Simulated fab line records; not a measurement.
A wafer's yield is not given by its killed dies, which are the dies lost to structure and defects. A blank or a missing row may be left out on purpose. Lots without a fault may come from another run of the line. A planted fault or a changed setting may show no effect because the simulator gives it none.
Which tool was responsible? + flow berkeley cmos170 + 11 lots, 33 wafers sampled, at 6 steps of a route of 331

== WHAT THE GAUGES READ, wafer by wafer ==
UCB170_NWELL_THK_MEAS_05.
| lot  | measured    | on            | NWELL_NITRIDE_THK (nm) |
|------|-------------|---------------|------------------------|
| L370 | day 2 13:31 | film metro-03 | 227.8 228.2 228.2      |
| L371 | day 2 17:56 | film metro-02 | 224.8 223.2 225.2      |
| L373 | day 3 03:05 | film metro-03 | 219.7 219.2 220.4      |
| L372 | day 3 03:05 | film metro-04 | 223.2 225.3 225.3      |
| L374 | day 3 06:30 | film metro-02 | 226.0 223.9 225.2      |
| L375 | day 3 13:24 | film metro-02 | 223.2 225.7 225.4      |
| L382 | day 5 05:10 | film metro-04 | 191.0 190.8 191.0      |
| L383 | day 5 05:10 | film metro-02 | 189.6 187.9 190.2      |
| L386 | day 5 19:53 | film metro-04 | 223.5 222.9 223.1      |
| L389 | day 6 09:44 | film metro-02 | 224.1 220.9 221.5      |
| L391 | day 6 21:05 | film metro-02 | 224.8 222.9 224.5      |

UCB170_WELLDRIVE_THK_MEAS_02.
| lot  | measured    | on            | WELLDRIVE_OXIDE_THK (nm) |
|------|-------------|---------------|--------------------------|
| L370 | day 4 00:23 | film metro-01 | 200.5 202.0 197.8        |
| L371 | day 4 00:19 | film metro-03 | 197.4 197.1 197.1        |
| L373 | day 4 16:40 | film metro-03 | 202.6 200.7 201.0        |
| L372 | day 4 16:40 | film metro-02 | 200.6 201.6 200.5        |
| L374 | day 4 16:40 | film metro-01 | 201.6 197.7 196.8        |
| L375 | day 5 15:35 | film metro-01 | 197.8 198.5 196.0        |
| L382 | day 6 17:52 | film metro-01 | 194.5 195.0 200.3        |
| L383 | day 6 17:52 | film metro-02 | 194.4 193.3 195.0        |
| L386 | day 7 04:04 | film metro-02 | 204.9 203.4 203.1        |
| L389 | day 7 21:43 | film metro-01 | 198.2 197.8 200.4        |
| L391 | day 8 12:14 | film metro-01 | 197.5 198.0 196.2        |

== TOOL THAT RAN EACH LOT (tool first, then ch and the chambers of the sampled wafers, then the start) ==
| lot  | UCB170_ZERO_ETCH_06               | UCB170_NWELL_CVD_04        | UCB170_NWELL_ETCH_13              | UCB170_NWELL_STRIP_15               |
|------|-----------------------------------|----------------------------|-----------------------------------|-------------------------------------|
| L370 | rie diel-03 ch 0,1,2, day 2 04:32 | lpcvd-02 ch 0, day 2 11:32 | rie diel-03 ch 0,2,3, day 2 15:01 | plasma asher-03 ch 0,1, day 2 15:16 |
| L371 | rie diel-01 ch 1,2,3, day 2 04:54 | lpcvd-02 ch 0, day 2 16:01 | rie diel-04 ch 1,2,3, day 2 19:05 | plasma asher-03 ch 0,1, day 2 19:20 |
| L373 | rie diel-04 ch 0,2,3, day 2 11:36 | lpcvd-02 ch 1, day 3 01:09 | rie diel-02 ch 0,1, day 3 04:10   | plasma asher-03 ch 0,1, day 3 04:25 |
| L372 | rie diel-01 ch 0,2, day 2 11:50   | lpcvd-02 ch 1, day 3 01:09 | rie diel-02 ch 1,3, day 3 04:39   | plasma asher-04 ch 0,1, day 3 04:54 |
| L374 | rie diel-03 ch 0,2,3, day 2 18:22 | lpcvd-02 ch 0, day 3 04:33 | rie diel-03 ch 0,2,3, day 3 07:33 | plasma asher-04 ch 0,1, day 3 07:48 |
| L375 | rie diel-01 ch 0,3, day 3 00:58   | lpcvd-01 ch 1, day 3 10:29 | rie diel-04 ch 0,2, day 3 14:34   | plasma asher-03 ch 0,1, day 3 14:49 |
| L382 | rie diel-03 ch 0,1,2, day 4 18:28 | lpcvd-01 ch 0, day 5 03:14 | rie diel-04 ch 1,2,3, day 5 06:52 | plasma asher-01 ch 0,1, day 5 07:08 |
| L383 | rie diel-01 ch 0,2,3, day 4 18:43 | lpcvd-01 ch 1, day 5 03:14 | rie diel-02 ch 0,1,2, day 5 06:29 | plasma asher-04 ch 0,1, day 5 06:44 |
| L386 | rie diel-03 ch 0,1,3, day 5 05:01 | lpcvd-02 ch 0, day 5 15:32 | rie diel-02 ch 0,1,2, day 5 20:50 | plasma asher-03 ch 0,1, day 5 21:05 |
| L389 | rie diel-03 ch 0,1,2, day 5 22:16 | lpcvd-02 ch 1, day 6 07:49 | rie diel-04 ch 0,3, day 6 12:36   | plasma asher-01 ch 0,1, day 6 12:51 |
| L391 | rie diel-04 ch 0,2,3, day 6 06:46 | lpcvd-02 ch 1, day 6 19:08 | rie diel-03 ch 0,3, day 6 22:59   | plasma asher-01 ch 1, day 6 23:14   |
- UCB170_ZERO_ETCH_06: etches SiO2 in CHF3/CF4/Ar, time 12 s.
- UCB170_NWELL_CVD_04: deposits Si3N4 from SiH2Cl2/NH3, target thk 224 nm, time 3360 s.
- UCB170_NWELL_ETCH_13: etches Si3N4 in CH3F/Ar/O2, stops on SiO2, target depth 246.4 nm, time 154 s.
- UCB170_NWELL_STRIP_15: strips in O2.

== WHAT THE TOOLS THEMSELVES READ (means of the sampled wafers that have a number; where no wafer has one, the mark that the record gives instead) ==
UCB170_ZERO_ETCH_06.
| lot  | tool        | chamber pressure mTorr (mTorr) | drypump motor current A (A) | oes product au (a.u.) | throttle valve pct (%) |
|------|-------------|--------------------------------|-----------------------------|-----------------------|------------------------|
| L370 | rie diel-03 | 100.01                         | 6.0                         | 0.624                 | 9.32                   |
| L371 | rie diel-01 | 99.95                          | 5.2                         | 0.618                 | 9.23                   |
| L373 | rie diel-04 | 99.90                          | 5.3                         | 0.618                 | 9.26                   |
| L372 | rie diel-01 | 100.01                         | 5.9                         | 0.611                 | 9.19                   |
| L374 | rie diel-03 | 100.07                         | 6.1                         | 0.620                 | 9.15                   |
| L375 | rie diel-01 | 99.95                          | 5.5                         | 0.618                 | 9.28                   |
| L382 | rie diel-03 | 99.97                          | 6.0                         | 0.626                 | 9.33                   |
| L383 | rie diel-01 | 99.97                          | 5.7                         | 0.616                 | 9.24                   |
| L386 | rie diel-03 | 99.99                          | 5.8                         | 0.621                 | 9.20                   |
| L389 | rie diel-03 | 100.05                         | 6.0                         | 0.624                 | 9.34                   |
| L391 | rie diel-04 | 100.06                         | 5.3                         | 0.623                 | 9.27                   |

UCB170_NWELL_CVD_04.
| lot  | tool     | nh3 flow sccm (sccm) | sih2cl2 flow sccm (sccm) | spike tc centre C (C) | spike tc load C (C) | susceptor temp C (C) |
|------|----------|----------------------|--------------------------|-----------------------|---------------------|----------------------|
| L370 | lpcvd-02 | 75.34                | 24.99                    | 799.9                 | 819.9               | 799.5                |
| L371 | lpcvd-02 | 74.83                | 25.01                    | 801.1                 | 818.2               | 799.6                |
| L373 | lpcvd-02 | 75.00                | 25.11                    | 800.5                 | 824.9               | 800.2                |
| L372 | lpcvd-02 | 74.87                | 24.98                    | 800.6                 | 826.0               | 800.4                |
| L374 | lpcvd-02 | 74.79                | 24.90                    | 801.0                 | 818.1               | 799.9                |
| L375 | lpcvd-01 | 74.73                | 25.00                    | 802.5                 | 821.7               | 800.2                |
| L382 | lpcvd-01 | 74.78                | 25.05                    | 793.1                 | 813.4               | 791.1                |
| L383 | lpcvd-01 | 74.77                | 25.04                    | 795.2                 | 813.5               | 791.3                |
| L386 | lpcvd-02 | 75.07                | 24.98                    | 801.5                 | 819.2               | 799.9                |
| L389 | lpcvd-02 | 75.10                | 25.07                    | 801.5                 | 825.6               | 800.3                |
| L391 | lpcvd-02 | 75.06                | 24.97                    | 800.5                 | 826.5               | 799.8                |

UCB170_NWELL_ETCH_13.
| lot  | tool        | CH3F_flow_sccm (sccm) | chamber pressure mTorr (mTorr) | drypump motor current A (A) | oes product au (a.u.) | throttle valve pct (%) |
|------|-------------|-----------------------|--------------------------------|-----------------------------|-----------------------|------------------------|
| L370 | rie diel-03 | 20.02                 | 49.98                          | 6.1                         | 0.950                 | 7.97                   |
| L371 | rie diel-04 | 20.02                 | 50.01                          | 5.8                         | 0.938                 | 8.06                   |
| L373 | rie diel-02 | 20.08                 | 50.01                          | 5.5                         | 0.943                 | 8.05                   |
| L372 | rie diel-02 | 20.00                 | 50.02                          | 5.6                         | 0.950                 | 8.15                   |
| L374 | rie diel-03 | 19.98                 | 50.00                          | 6.2                         | 0.948                 | 7.96                   |
| L375 | rie diel-04 | 19.98                 | 49.98                          | 5.2                         | 0.939                 | 8.20                   |
| L382 | rie diel-04 | 20.03                 | 50.01                          | 5.8                         | 0.855                 | 8.04                   |
| L383 | rie diel-02 | 20.01                 | 50.03                          | 5.6                         | 0.859                 | 8.13                   |
| L386 | rie diel-02 | 19.97                 | 49.97                          | 5.6                         | 0.945                 | 8.15                   |
| L389 | rie diel-04 | 20.06                 | 50.06                          | 5.4                         | 0.948                 | 7.95                   |
| L391 | rie diel-03 | 19.93                 | 49.96                          | 5.9                         | 0.940                 | 7.84                   |

UCB170_NWELL_STRIP_15.
| lot  | tool            | chamber pressure mTorr (mTorr) | drypump motor current A (A) | oes product au (a.u.) | strip time to endpoint s (s) |
|------|-----------------|--------------------------------|-----------------------------|-----------------------|------------------------------|
| L370 | plasma asher-03 | 3501.4                         | 5.5                         | 0.720                 | 18.05                        |
| L371 | plasma asher-03 | 3499.4                         | 5.2                         | 0.723                 | 18.01                        |
| L373 | plasma asher-03 | 3502.1                         | 5.5                         | 0.718                 | 18.08                        |
| L372 | plasma asher-04 | 3496.9                         | 5.7                         | 0.719                 | 17.97                        |
| L374 | plasma asher-04 | 3500.1                         | 5.4                         | 0.724                 | 18.07                        |
| L375 | plasma asher-03 | 3500.8                         | 5.2                         | 0.723                 | 18.05                        |
| L382 | plasma asher-01 | 3499.8                         | 6.0                         | 0.718                 | 18.03                        |
| L383 | plasma asher-04 | 3500.4                         | 5.4                         | 0.721                 | 18.00                        |
| L386 | plasma asher-03 | 3499.8                         | 5.2                         | 0.717                 | 18.09                        |
| L389 | plasma asher-01 | 3501.2                         | 5.8                         | 0.722                 | 18.12                        |
| L391 | plasma asher-01 | 3498.5                         | 5.6                         | 0.722                 | 18.04                        |

== THE ANSWER, worked out from the rows above alone ==
Rule: the lots themselves supply what counts as usual. Put in order of their means at a reading, lots are off if they are a third of the lots or fewer, leave a main group of 4 or more, and stand apart from it by a gap of 3 or more times the standard deviation of the main group's means; of several such gaps the widest counts. Not used: any main group whose means are identical at the precision the tables above print for the reading. A lot without any number at a reading at which 4 lots or more have one is off too. Where the step has rows for the other lots, those lots are counted as sound. The gauges are gone through in route order, then the tools' own readings, and for those a lot's mean is taken as printed above. The first step at which some lot is off is used, and at that step the reading that is off furthest; a lot without a number counts as furthest.
Off: at UCB170_NWELL_THK_MEAS_05 (NWELL_NITRIDE_THK), L382, L383. Main group: mean 224.0 nm, sd 2.1.
A tool fits if, at a process step before that reading, it ran every lot that is off, and no sound lot after the first of them. The gauges at UCB170_NWELL_THK_MEAS_05 aren't tried: what is off there is off at UCB170_NWELL_CVD_04 too, on other tools, and a gauge's error can't cause that. One fits: UCB170_NWELL_CVD_04 on lpcvd-01. A fault onset in the window from L375 (day 3 10:29, its last sound lot) to L382 (day 5 03:14, its first lot off) fits.
The tool's own readings at UCB170_NWELL_CVD_04 bear it out: on the lots that are off they differ by more than 5 times the standard deviation of the sound lots' means. spike tc centre C reads 794.2 C there against 801.0 C on the sound lots; susceptor temp C reads 791.2 C there against 800.0 C on the sound lots.

== WHAT THE SIMULATOR PUT IN ==
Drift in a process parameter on lpcvd-01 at UCB170_NWELL_CVD_04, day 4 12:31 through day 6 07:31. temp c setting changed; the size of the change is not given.
Lots struck among those shown: L382, L383. The rule above reached the same finding.
